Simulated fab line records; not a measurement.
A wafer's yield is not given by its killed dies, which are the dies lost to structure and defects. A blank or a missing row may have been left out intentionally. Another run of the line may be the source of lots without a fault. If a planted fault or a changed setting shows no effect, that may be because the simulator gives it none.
fab line records -- flow berkeley_cmos170
record lots=14, wafers=42, last_day=14
route steps=331 shown ACTIVE@75 V1@255 M2@288 M3@328
lots that met no fault: taken from a fault-free run of the same line
start_h: the number of hours between the record's first day and the start of the first shown wafer of the lot -- wait_h: hours elapsed since this lot's preceding step -- " unchanged from the row above -- L1.1+2: a row that stands for several wafers -- - no value, or no start was given -- * or withheld: withheld -- < > ~ a bound
route shown NAME@n: a module of which the file shows steps, and the number in the route of the first -- usual: the fault-free wafers' mean and standard deviation -- same: alike in all rows -- chamber/n: place in a boat -- sites: each site's reading -- _std_site: standard deviation of those values -- _edge_site: the outer-site mean with the inner-site mean subtracted -- radius_mm: how far each site lies from the wafer's centre -- mask NAME#n: copy n -- behind: the last tool/chamber to shape the wafer -- hold: what put the lot on hold/how long, in hours/how the hold closed -- device: transistor that didn't switch, given as n, p or np -- end of line: the tests these same wafers got at the end of their route -- step lacking rows: just its recipe -- killed: dies lost to structure and defects at the first sort, not the wafer's yield -- map: a wafer's dies, x killed, . not, _ none there
set.NAME: the run value of the setting; set.NAME@STEP: its run value at that earlier step -- model.NAME: the simulator's own value behind a step, which no gauge read
a sample of lots followed through the steps of the route, with each step as a table and each wafer as a row
services: a tool's chamber out of use, with start hour (start_h, from the record's first day; less than 0 if before it), hours out, and reason
## steps
# step UCB170_ACTIVE_ETCH_15
# recipe chemistry=CH3F/Ar/O2, target=Si3N4, stop_on=SiO2, CH3F_flow_sccm=20, Ar_flow_sccm=50, O2_flow_sccm=7, pressure_mtorr=50, rf_w=450, target_depth_a=2420, over_etch_frac=0.1, time_s=151
# usual CH3F_flow_sccm=20.01/0.063, chamber_pressure_mTorr=49.99/0.046, drypump_motor_current_A=5.3/0.48, oes_product_au=0.938/0.019, throttle_valve_pct=8.07/0.13
# same over_etch_frac=0.1
lot.wafer,tool,chamber,start_h,wait_h,CH3F_flow_sccm,chamber_pressure_mTorr,drypump_motor_current_A,oes_product_au,rf_hours_counter_h,throttle_valve_pct
L540.3,rie_diel-03,2,84.83,0.0,19.90,49.98,4.8,0.948,167,8.07
L540.4,rie_diel-03,0,84.83,0.0,20.02,49.93,5.1,0.914,125,8.11
L540.5,rie_diel-03,1,84.83,0.0,20.10,50.03,4.6,0.970,-,7.95
L541.1,rie_diel-01,2,95.60,0.0,20.10,49.98,6.2,0.934,155,8.10
L541.2,rie_diel-01,1,95.60,0.0,19.87,50.02,5.6,0.929,33,7.88
L541.6,rie_diel-01,1,95.60,0.0,19.97,49.98,5.6,0.935,-,7.87
L542.1,rie_diel-04,2,95.88,0.0,20.06,50.00,6.3,0.927,16,8.10
L542.4,rie_diel-04,0,95.88,0.0,20.02,50.03,5.1,0.963,64,8.08
L542.5,rie_diel-04,1,95.88,0.0,19.97,49.98,5.6,0.965,-,8.07
L543.1,rie_diel-01,0,96.08,0.0,19.99,49.98,5.4,0.936,118,8.31
L543.4,rie_diel-01,3,96.08,0.0,20.12,50.09,4.9,0.916,37,7.84
L543.5,rie_diel-01,3,96.08,0.0,20.11,50.02,4.8,0.918,-,7.84
L545.2,rie_diel-01,1,113.23,0.0,20.05,49.96,5.6,0.922,34,7.88
L545.3,rie_diel-01,3,113.23,0.0,20.05,49.99,4.8,0.917,38,7.87
L545.4,rie_diel-01,2,113.23,0.0,20.01,50.01,6.2,0.937,156,8.12
L547.2,rie_diel-04,0,118.10,0.0,19.95,50.05,5.0,0.960,65,8.07
L547.3,rie_diel-04,3,118.10,0.0,19.95,49.98,5.5,0.962,149,8.27
L547.6,rie_diel-04,1,118.10,0.0,20.04,49.98,5.6,0.971,-,8.07
L549.1,rie_diel-01,0,128.29,0.0,19.97,49.91,5.4,0.777,119,8.30
L549.4,rie_diel-01,1,128.29,0.0,19.98,50.05,5.6,0.752,-,7.86
L549.5,rie_diel-01,0,128.29,0.0,19.97,50.02,5.4,0.772,-,8.31
L550.1,rie_diel-03,3,144.72,0.0,20.09,49.94,5.0,0.935,5,8.10
L550.3,rie_diel-03,1,144.72,0.0,19.98,49.97,4.7,0.963,55,7.96
L550.4,rie_diel-03,0,144.72,0.0,19.96,49.98,5.1,0.922,127,8.10
L551.1,rie_diel-01,3,152.25,0.0,20.03,50.04,4.8,0.751,39,7.84
L551.5,rie_diel-01,1,152.25,0.0,20.05,50.06,5.6,0.761,-,7.87
L551.6,rie_diel-01,2,152.25,0.0,19.84,49.92,6.2,0.758,-,8.11
L555.1,rie_diel-03,2,159.39,0.0,20.01,49.94,4.8,0.947,2,8.05
L555.4,rie_diel-03,2,159.39,0.0,20.03,50.01,4.8,0.944,-,8.05
L555.6,rie_diel-03,0,159.39,0.0,19.95,50.05,5.1,0.906,-,8.11
L556.1,rie_diel-04,3,159.55,0.0,20.00,50.04,5.5,0.975,151,8.25
L556.4,rie_diel-04,3,159.55,0.0,19.99,49.99,5.5,0.977,-,8.25
L556.5,rie_diel-04,1,159.55,0.0,20.05,50.08,5.6,0.957,-,8.08
L557.1,rie_diel-03,3,166.55,0.0,20.03,49.98,5.0,0.933,6,8.11
L557.3,rie_diel-03,2,166.55,0.0,19.96,49.96,4.8,0.946,3,8.06
L557.5,rie_diel-03,2,166.55,0.0,20.02,50.00,4.8,0.939,-,8.05
L560.1,rie_diel-04,2,188.24,0.0,20.04,49.98,6.3,0.910,19,8.09
L560.2,rie_diel-04,0,188.24,0.0,19.97,49.96,5.1,0.958,68,8.08
L560.5,rie_diel-04,1,188.24,0.0,20.13,49.94,5.6,0.956,-,8.09
L562.1,rie_diel-04,2,203.41,0.0,20.03,49.98,6.2,0.906,21,8.11
L562.5,rie_diel-04,0,203.41,0.0,19.99,50.04,5.1,0.941,-,8.06
L562.6,rie_diel-04,2,203.41,0.0,19.96,50.01,6.3,0.909,-,8.10
# step UCB170_ACTIVE_STRIP_16
# recipe chemistry=O2, power_w=400, pressure_mtorr=3500, platen_temp_c=withheld, o2_flow_sccm=400, overash_fraction=0.5
# usual chamber_pressure_mTorr=3500/3.1, drypump_motor_current_A=5.9/0.46, oes_product_au=0.722/0.0039, strip_time_to_endpoint_s=18.11/0.092
lot.wafer,tool,chamber,start_h,wait_h,chamber_pressure_mTorr,drypump_motor_current_A,oes_product_au,rf_hours_counter_h,strip_time_to_endpoint_s
L540.3,plasma_asher-03,1,84.96,0.1,3500,5.6,0.718,-,18.20
L540.4,plasma_asher-03,0,84.96,0.1,3498,6.3,0.720,-,18.24
L540.5,plasma_asher-03,0,84.96,0.1,3498,6.3,0.719,-,18.14
L541.1,plasma_asher-02,0,95.70,0.1,3495,5.1,0.726,38,18.04
L541.2,plasma_asher-02,1,95.70,0.1,3499,5.9,0.721,38,18.06
L541.6,plasma_asher-02,0,95.70,0.1,3503,5.1,0.726,-,18.10
L542.1,plasma_asher-03,1,95.98,0.1,3499,5.6,0.729,37,18.11
L542.4,plasma_asher-03,1,95.98,0.1,3500,5.6,0.731,-,18.02
L542.5,plasma_asher-03,1,95.98,0.1,3499,5.6,0.725,-,17.87
L543.1,plasma_asher-02,0,96.19,0.1,3501,5.1,0.728,38,17.97
L543.4,plasma_asher-02,0,96.19,0.1,3500,5.1,0.721,-,18.04
L543.5,plasma_asher-02,0,96.19,0.1,3495,5.1,0.719,-,17.99
L545.2,plasma_asher-04,0,113.33,0.1,3500,6.4,0.727,38,18.12
L545.3,plasma_asher-04,1,113.33,0.1,3498,6.1,0.727,-,17.98
L545.4,plasma_asher-04,0,113.33,0.1,3502,6.4,0.724,-,18.06
L547.2,plasma_asher-04,0,118.20,0.1,3496,6.4,0.717,39,18.08
L547.3,plasma_asher-04,1,118.20,0.1,3497,6.0,0.722,-,18.14
L547.6,plasma_asher-04,0,118.20,0.1,3500,6.4,0.719,-,18.02
L549.1,plasma_asher-02,1,128.40,0.1,3492,5.9,0.723,42,19.56
L549.4,plasma_asher-02,0,128.40,0.1,3501,5.1,0.723,-,19.60
L549.5,plasma_asher-02,0,128.40,0.1,3499,5.0,0.721,-,19.57
L550.1,plasma_asher-02,0,144.82,0.1,3499,5.1,0.722,43,18.15
L550.3,plasma_asher-02,0,144.82,0.1,3502,5.1,0.719,-,18.06
L550.4,plasma_asher-02,1,144.82,0.1,3502,5.9,0.719,-,18.18
L551.1,plasma_asher-04,0,152.35,0.1,3498,6.4,0.720,42,19.53
L551.5,plasma_asher-04,1,152.35,0.1,3503,6.1,0.722,-,19.57
L551.6,plasma_asher-04,0,152.35,0.1,3506,6.4,0.729,-,19.62
L555.1,plasma_asher-03,1,159.49,0.1,3501,5.6,0.722,4,18.11
L555.4,plasma_asher-03,0,159.49,0.1,3504,6.3,0.721,-,18.16
L555.6,plasma_asher-03,1,159.49,0.1,3503,5.6,0.720,-,18.11
L556.1,plasma_asher-04,0,159.65,0.1,3503,6.4,0.712,43,18.14
L556.4,plasma_asher-04,1,159.65,0.1,3500,6.0,0.720,-,18.09
L556.5,plasma_asher-04,1,159.65,0.1,3507,6.0,0.723,-,17.98
L557.1,plasma_asher-02,0,166.65,0.1,3494,5.1,0.722,45,18.27
L557.3,plasma_asher-02,1,166.65,0.1,3502,5.9,0.722,-,18.16
L557.5,plasma_asher-02,0,166.65,0.1,3502,5.1,0.723,-,18.22
L560.1,plasma_asher-03,0,188.34,0.1,3503,6.3,0.725,7,18.13
L560.2,plasma_asher-03,1,188.34,0.1,3505,5.6,0.718,7,18.11
L560.5,plasma_asher-03,1,188.34,0.1,3500,5.6,0.720,-,17.98
L562.1,plasma_asher-03,0,203.56,0.1,3498,6.3,0.718,9,18.24
L562.5,plasma_asher-03,1,203.56,0.1,3505,5.6,0.722,-,18.16
L562.6,plasma_asher-03,0,203.56,0.1,3501,6.3,0.726,-,18.20
# step UCB170_V1_THK_MEAS_01
# recipe reads=SiO2_of_V1_CVD_00
# usual V1_TEOS_THK=2016/34
lot.wafer,tool,chamber,start_h,wait_h,V1_TEOS_THK[nm]
L540.3,film_metro-03,-,168.09,0.1,2018
L540.4,film_metro-03,-,168.09,0.1,2090
L540.5,film_metro-03,-,168.09,0.1,2028
L542.1,film_metro-01,-,190.54,0.1,1934
L542.4,film_metro-01,-,190.54,0.1,1979
L542.5,film_metro-01,-,190.54,0.1,2041
L543.1,film_metro-03,-,190.54,0.1,2007
L543.4,film_metro-03,-,190.54,0.1,2058
L543.5,film_metro-03,-,190.54,0.1,2054
L541.1,film_metro-02,-,190.70,0.1,1991
L541.2,film_metro-02,-,190.70,0.1,2029
L541.6,film_metro-02,-,190.70,0.1,2002
L547.2,film_metro-03,-,194.57,0.1,1986
L547.3,film_metro-03,-,194.57,0.1,2019
L547.6,film_metro-03,-,194.57,0.1,2071
L545.2,film_metro-01,-,198.49,0.1,1952
L545.3,film_metro-01,-,198.49,0.1,2006
L545.4,film_metro-01,-,198.49,0.1,2019
L550.1,film_metro-03,-,223.58,0.1,2035
L550.3,film_metro-03,-,223.58,0.1,2033
L550.4,film_metro-03,-,223.58,0.1,2064
L556.1,film_metro-02,-,234.28,0.1,1963
L556.4,film_metro-02,-,234.28,0.1,2042
L556.5,film_metro-02,-,234.28,0.1,2024
L555.1,film_metro-02,-,236.31,0.1,1991
L555.4,film_metro-02,-,236.31,0.1,2051
L555.6,film_metro-02,-,236.31,0.1,2032
L557.1,film_metro-01,-,236.34,0.1,1952
L557.3,film_metro-01,-,236.34,0.1,2008
L557.5,film_metro-01,-,236.34,0.1,2052
L560.1,film_metro-01,-,263.47,0.1,1997
L560.2,film_metro-01,-,263.47,0.1,2012
L560.5,film_metro-01,-,263.47,0.1,2062
L562.1,film_metro-03,-,277.13,0.1,2014
L562.5,film_metro-03,-,277.13,0.1,2054
L562.6,film_metro-03,-,277.13,0.1,2054
# step UCB170_M2_ETCH_17
# recipe chemistry=N2/H2, target_depth_a=withheld, overetch_a=withheld, target=BARC, time_s=withheld, source_w=500, bias_w=100, pressure_mtorr=30, n2_flow_sccm=100, h2_flow_sccm=200
# usual chamber_pressure_mTorr=29.998/0.027, drypump_motor_current_A=5.4/0.46, oes_product_au=0.990/0.023, throttle_valve_pct=13.31/0.23
lot.wafer,tool,chamber,start_h,wait_h,chamber_pressure_mTorr,drypump_motor_current_A,oes_product_au,throttle_valve_pct
L540.3,rie_diel-02,3,176.26,0.0,29.979,5.1,0.972,13.21
L540.4,rie_diel-02,2,176.26,0.0,29.987,5.9,0.985,13.21
L540.5,rie_diel-02,1,176.26,0.0,30.001,5.7,1.006,13.37
L543.1,rie_diel-01,0,196.82,0.0,29.974,5.4,1.009,13.81
L543.4,rie_diel-01,2,196.82,0.0,30.037,6.2,0.969,13.51
L543.5,rie_diel-01,3,196.82,0.0,29.984,4.8,0.968,13.03
L542.1,rie_diel-02,3,197.10,0.0,30.055,5.1,0.967,13.18
L542.4,rie_diel-02,0,197.10,0.0,29.981,5.7,1.000,12.91
L542.5,rie_diel-02,1,197.10,0.0,30.045,5.6,0.997,13.35
L541.1,rie_diel-03,0,197.43,0.0,30.022,5.1,0.971,13.39
L541.2,rie_diel-03,2,197.43,0.0,29.988,4.8,0.966,13.14
L541.6,rie_diel-03,2,197.43,0.0,30.010,4.8,0.968,13.13
L547.2,rie_diel-01,3,199.64,0.0,30.013,4.8,0.960,13.04
L547.3,rie_diel-01,2,199.64,0.0,30.033,6.2,0.976,13.50
L547.6,rie_diel-01,1,199.64,0.0,30.010,5.6,0.999,13.25
L545.2,rie_diel-01,2,204.80,0.0,30.041,6.2,0.978,13.50
L545.3,rie_diel-01,0,204.80,0.0,30.003,5.4,1.004,13.82
L545.4,rie_diel-01,1,204.80,0.0,29.987,5.6,1.002,13.27
L550.1,rie_diel-02,2,228.63,0.0,30.013,5.9,0.975,13.24
L550.3,rie_diel-02,3,228.63,0.0,30.019,5.1,0.962,13.20
L550.4,rie_diel-02,0,228.63,0.0,30.011,5.8,0.993,12.91
L556.1,rie_diel-01,2,241.85,0.0,30.027,6.2,0.983,13.51
L556.4,rie_diel-01,1,241.85,0.0,30.047,5.6,1.000,13.27
L556.5,rie_diel-01,3,241.85,0.0,30.037,4.8,0.974,13.03
L555.1,rie_diel-01,2,244.03,0.0,29.972,6.2,0.984,13.51
L555.4,rie_diel-01,1,244.03,0.0,29.948,5.6,1.002,13.24
L555.6,rie_diel-01,0,244.03,0.0,30.010,5.4,1.009,13.81
L557.1,rie_diel-02,3,244.16,0.0,30.022,5.1,0.973,13.19
L557.3,rie_diel-02,0,244.16,0.0,29.952,5.7,1.008,12.92
L557.5,rie_diel-02,1,244.16,0.0,29.965,5.6,1.013,13.35
L560.1,rie_diel-02,1,268.24,0.0,29.923,5.6,1.016,13.37
L560.2,rie_diel-02,2,268.24,0.0,29.995,5.8,0.966,13.23
L560.5,rie_diel-02,1,268.24,0.0,30.037,5.7,1.003,13.36
L562.1,rie_diel-03,3,283.75,0.0,30.040,5.0,0.959,13.34
L562.5,rie_diel-03,2,283.75,0.0,29.982,4.8,0.986,13.13
L562.6,rie_diel-03,3,283.75,0.0,30.031,5.0,0.963,13.35
# step UCB170_M3_STRIP_19
# recipe chemistry=O2, power_w=400, pressure_mtorr=3500, platen_temp_c=withheld, o2_flow_sccm=400, overash_fraction=0.5
# usual chamber_pressure_mTorr=3500/3, drypump_motor_current_A=5.8/0.47, oes_product_au=0.535/0.024
lot.wafer,tool,chamber,start_h,wait_h,chamber_pressure_mTorr,drypump_motor_current_A,oes_product_au,rf_hours_counter_h
L540.3,plasma_asher-04,1,185.23,0.1,3496,6.0,0.529,-
L540.4,plasma_asher-04,0,185.23,0.1,3501,6.4,0.534,-
L540.5,plasma_asher-04,1,185.23,0.1,3499,6.1,0.537,-
L543.1,plasma_asher-03,1,203.16,0.1,3499,5.6,0.556,9
L543.4,plasma_asher-03,0,203.16,0.1,3502,6.3,0.501,-
L543.5,plasma_asher-03,1,203.16,0.1,3497,5.6,0.542,-
L542.1,plasma_asher-01,0,203.88,0.1,3501,5.0,0.540,44
L542.4,plasma_asher-01,0,203.88,0.1,3501,5.0,0.555,-
L542.5,plasma_asher-01,1,203.88,0.1,3496,5.9,0.566,-
L541.1,plasma_asher-01,0,207.73,0.1,3500,5.0,0.558,44
L541.2,plasma_asher-01,1,207.73,0.1,3504,5.9,0.503,44
L541.6,plasma_asher-01,1,207.73,0.1,3502,5.9,0.509,-
L547.2,plasma_asher-03,1,208.00,0.1,3497,5.6,0.558,9
L547.3,plasma_asher-03,0,208.00,0.1,3495,6.3,0.537,-
L547.6,plasma_asher-03,0,208.00,0.1,3502,6.3,0.531,-
L545.2,plasma_asher-04,0,212.90,0.1,3505,6.4,0.499,49
L545.3,plasma_asher-04,1,212.90,0.1,3501,6.0,0.504,-
L545.4,plasma_asher-04,0,212.90,0.1,3499,6.4,0.563,-
L550.1,plasma_asher-01,1,234.18,0.1,3506,5.9,0.536,47
L550.3,plasma_asher-01,1,234.18,0.1,3503,5.9,0.531,-
L550.4,plasma_asher-01,0,234.18,0.1,3497,5.1,0.531,-
L556.1,plasma_asher-04,1,249.27,0.1,3500,6.0,0.496,53
L556.4,plasma_asher-04,0,249.27,0.1,3499,6.4,0.568,-
L556.5,plasma_asher-04,0,249.27,0.1,3506,6.4,0.484,-
L555.1,plasma_asher-04,1,265.46,0.1,3499,6.0,0.493,55
L555.4,plasma_asher-04,1,265.46,0.1,3499,6.0,0.567,-
L555.6,plasma_asher-04,1,265.46,0.1,3499,6.0,0.485,-
L560.1,plasma_asher-01,0,273.78,0.1,3496,5.1,0.532,53
L560.2,plasma_asher-01,1,273.78,0.1,3502,5.9,0.524,53
L560.5,plasma_asher-01,1,273.78,0.1,3507,5.9,0.520,-
L562.1,plasma_asher-04,1,293.00,0.1,3503,6.0,0.503,58
L562.5,plasma_asher-04,0,293.00,0.1,3500,6.3,0.583,-
L562.6,plasma_asher-04,1,293.00,0.1,3501,6.0,0.501,-
L557.1,plasma_asher-03,1,328.42,0.3,3502,5.6,0.528,22
L557.3,plasma_asher-03,1,328.42,0.3,3500,5.6,0.531,-
L557.5,plasma_asher-03,0,328.42,0.3,3504,6.3,0.535,-
## services
tool,chamber,start_h,hours,kind
plasma_asher-04,-,61.29,4.3,pm
rie_diel-01,0,65.08,13.2,repair
rie_diel-04,1,66.31,7.3,repair
rie_diel-04,0,82.05,3.6,repair
plasma_asher-04,-,98.53,2.3,repair
rie_diel-01,-,100.62,0.3,repair
plasma_asher-03,-,108.75,9.0,pm
rie_diel-04,2,110.85,5.7,repair
rie_diel-01,2,117.94,2.8,repair
plasma_asher-03,-,119.43,0.4,repair
rie_diel-03,0,123.94,2.3,repair
rie_diel-04,1,137.11,4.8,repair
plasma_asher-02,-,141.93,2.8,pm
rie_diel-04,-,145.61,0.8,repair
plasma_asher-04,-,147.15,2.6,repair
rie_diel-04,2,149.16,10.8,repair
rie_diel-03,1,157.92,4.5,repair
rie_diel-04,-,169.41,0.5,repair
rie_diel-01,3,175.37,2.2,repair
rie_diel-01,0,214.27,6.6,repair
plasma_asher-03,-,264.71,14.6,pm
rie_diel-03,2,266.71,4.0,repair
plasma_asher-04,-,267.74,2.8,pm
plasma_asher-04,-,299.25,8.3,repair
## key
first_sign step=UCB170_ACTIVE_ETCH_15, reading=oes_product_au, direction=down, sigmas=9.3, usual=0.938, struck=0.762
effect step=UCB170_ACTIVE_STRIP_16, reading=strip_time_to_endpoint_s, direction=up, sigmas=16, usual=*, struck=*
met_at UCB170_ACTIVE_ETCH_15
struck_lots L549,L551
later_rows_left_out L549.1,L549.4,L549.5,L551.1,L551.5,L551.6
sort_left_out L549.1,L549.4,L549.5,L551.1,L551.5,L551.6
tester_left_out L549,L551
not_acting_at UCB170_V1_THK_MEAS_01,UCB170_M2_ETCH_17,UCB170_M3_STRIP_19
onset_between 113.23 128.29
fault kind=process_parameter_drift, tool=rie_diel-01, chamber=-, onset_h=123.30, steps=UCB170_ACTIVE_ETCH_15, channel=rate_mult, offset=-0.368, shape=step, end_h=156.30
# tester_left_out: of these lots the tester's yield and bins aren't shown, on N5 and GAA mostly nor the transistor test; their killed dies are dies lost to structure and defects alone, not to doping, threshold or leakage, so they don't give the yield
# sort_left_out: the simulated sort isn't trusted on such a fault, so these wafers' sort isn't shown, and their yield isn't known
# later_rows_left_out: the simulator's readings of these wafers behind a module that went badly wrong aren't trusted and aren't shown, but for the sort
